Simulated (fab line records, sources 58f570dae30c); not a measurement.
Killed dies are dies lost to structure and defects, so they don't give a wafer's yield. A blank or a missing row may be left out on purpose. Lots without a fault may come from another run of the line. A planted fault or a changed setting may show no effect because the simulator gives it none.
Which tool did it? | flow berkeley_cmos170 | 6 lots, 18 wafers sampled, at 4 steps of a route of 331

WHAT THE GAUGES READ, wafer by wafer
UCB170_M3_THK_MEAS_03: measures by xrf.
lot  | measured     | on            | M3_AL_THK (nm)
L644 | day 8 14:34  | film_metro-01 | 876 883 874
L648 | day 9 15:01  | film_metro-01 | 897 885 905
L650 | day 9 22:05  | film_metro-01 | 875 877 871
L652 | day 10 05:41 | film_metro-01 | 862 858 869
L655 | day 10 22:19 | film_metro-01 | 871 869 866
L661 | day 12 06:01 | film_metro-02 | 777 865 870

WHICH TOOL RAN EACH LOT (tool, then ch and the chambers of the sampled wafers, then the start)
lot  | UCB170_ZERO_STRIP_07                | UCB170_V2_ETCH_14                  | UCB170_M3_SPUTTER_01
L644 | plasma_asher-02 ch 0,1, day 2 00:30 | rie_diel-01 ch 1,2,3, day 8 13:53  | pvd_sputter-03, day 8 14:21
L648 | plasma_asher-02 ch 0,1, day 3 01:07 | rie_diel-03 ch 0,3, day 9 14:20    | pvd_sputter-03, day 9 14:48
L650 | plasma_asher-02 ch 0,1, day 3 09:40 | rie_diel-03 ch 0,3, day 9 21:23    | pvd_sputter-03, day 9 21:54
L652 | plasma_asher-01 ch 0,1, day 3 13:28 | rie_diel-03 ch 1,3, day 10 05:01   | pvd_sputter-01, day 10 05:28
L655 | plasma_asher-03 ch 0,1, day 4 11:20 | rie_diel-02 ch 0,1,2, day 10 21:39 | pvd_sputter-03, day 10 22:07
L661 | plasma_asher-02 ch 0,1, day 5 14:55 | rie_diel-01 ch 0,1,2, day 12 05:20 | pvd_sputter-04, day 12 05:49
- UCB170_ZERO_STRIP_07: strips in O2.
- UCB170_V2_ETCH_14: etches SiO2 in CHF3/CF4/Ar, stops on Al, target depth 1250 nm, time 291 s.
- UCB170_M3_SPUTTER_01: material Al, target thk 900 nm, time 120 s.

THE ANSWER, worked out from the rows above alone
Rule: what is usual is taken from the lots themselves. Put in order of their means at a reading, lots are off if they are a third of the lots or fewer, leave a main group of 4 or more, and stand apart from it by a gap of 3 or more times the standard deviation of the main group's means; of several such gaps the widest counts. A main group whose means are all the same, to the digits that the tables above print for the reading, isn't used. A lot without any number at a reading at which 4 lots or more have one is off too. The other lots that the step has rows for count as sound.
No lot is off at any reading shown: from this, nothing can be told.

WHAT THE SIMULATOR HAD PUT IN
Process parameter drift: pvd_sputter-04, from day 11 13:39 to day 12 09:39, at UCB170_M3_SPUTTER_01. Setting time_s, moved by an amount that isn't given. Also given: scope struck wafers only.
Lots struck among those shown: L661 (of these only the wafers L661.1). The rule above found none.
